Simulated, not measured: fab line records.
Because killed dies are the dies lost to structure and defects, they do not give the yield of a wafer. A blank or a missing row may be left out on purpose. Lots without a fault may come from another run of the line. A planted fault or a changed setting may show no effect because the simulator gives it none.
Problem report, 8D (eight disciplines) form, completed by code | flow berkeley-cmos170 | the parts of the form that need people (team, actions taken, sign-off) are left out

== 1. WHAT WENT WRONG ==
Across 6 wafers from 2 lots, PFIELD_TW at UCB170_PFIELD_TW_MEAS_09 averages 701, while fault-free wafers read 603 with a standard deviation of 4.2. Measured from the usual mean, that is +23 standard deviations.
Seen first at day 7 19:30 on film-metro-04, wafer L773.2. The record has a number at this step for 42 wafers belonging to 14 lots. Rule for "out", or "out of limits": more than 4 standard deviations from the usual mean. Any other wafer with a number is counted as sound.

== 2. WHAT IT IS, WHAT IT ISN'T ==
question                    | is                           | is not
which readings at this step | PFIELD_TW                    | -
which lots                  | L773, L776                   | L760, L761, L762, L763, L764, L765, L767, L768, L770, L778, L780, L782
which wafers of those lots  | all that have a number       | -
read on which gauges        | film-metro-01, film-metro-04 | film-metro-02
when                        | from day 7 19:30             | up to then (27 sound wafers); but 9 sound wafers of L778, L780, L782 came after

== 3. THE SUSPECTS, EACH WITH WHAT RULES IT OUT ==
Counting: any tool at a process step up to the reading is kept as a suspect provided that every lot that is out went through it and no sound lot did after the first of them.
- ruled out: the gauge at UCB170_PFIELD_TW_MEAS_09. Those wafers that are out were read across 2 gauges (film-metro-01, film-metro-04).
- implanter-03 at UCB170_PFIELD_IMPLANT_07: kept. It processed each lot that is out, first L773 at day 7 19:16, and no sound lot thereafter; up to then, the last sound lot it processed was L768 at day 6 12:05. On those wafers its own readings are out: dose-ions-cm2, faraday-current-uA.
Remaining after the count: implanter-03 at UCB170_PFIELD_IMPLANT_07.

== 4. THE CAUSE (what the simulator had put in) ==
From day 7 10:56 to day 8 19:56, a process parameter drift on implanter-03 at UCB170_PFIELD_IMPLANT_07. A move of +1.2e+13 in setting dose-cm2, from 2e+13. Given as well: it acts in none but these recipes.
Only this tool survived the counting.

== 5. SEQUENCE OF EFFECTS, ordered by route ==
Each row: a reading where the mean over the struck wafers with a number is more than 3 standard deviations away from the usual. Only readings whose record carries a usual standard deviation are examined. hours: median over the lots of the time between each lot's start at the first step of this table that gives one and its start at this step. sigmas: the change, counted in usual standard deviations.
hours | step                     | reading            | usual | on struck wafers | change | sigmas
0     | UCB170_PFIELD_IMPLANT_07 | dose-ions-cm2      | 2e+13 | 3e+13            | +1e+13 | +99 or more
0     | UCB170_PFIELD_IMPLANT_07 | faraday-current-uA | 63.6  | 100.8            | +37.2  | +27
0     | UCB170_PFIELD_TW_MEAS_09 | PFIELD_TW          | 603   | 701              | +98    | +23
Process steps it contains:
- UCB170_PFIELD_IMPLANT_07
At these later measuring or inspecting steps, every struck wafer for which the step has a row has a number for every such reading, and none has moved that far: UCB170_FIELD_THK_MEAS_90, UCB170_SACOX_THK_MEAS_02.

== 6. WHAT WOULD HAVE CAUGHT IT SOONER ==
The first out-of-limits reading at a measuring or inspecting step in this record came at day 7 19:30, 9 hours after the fault's start at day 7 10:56.
The tool's own readings at UCB170_PFIELD_IMPLANT_07 were out on every struck wafer that the step has a row for (dose-ions-cm2, faraday-current-uA): an alarm limit on them would have fired on the first of those.
Of the lots that are out (2), L776 began UCB170_PFIELD_IMPLANT_07 on implanter-03 after day 7 19:30. A hold on the tool at that time would have spared it.
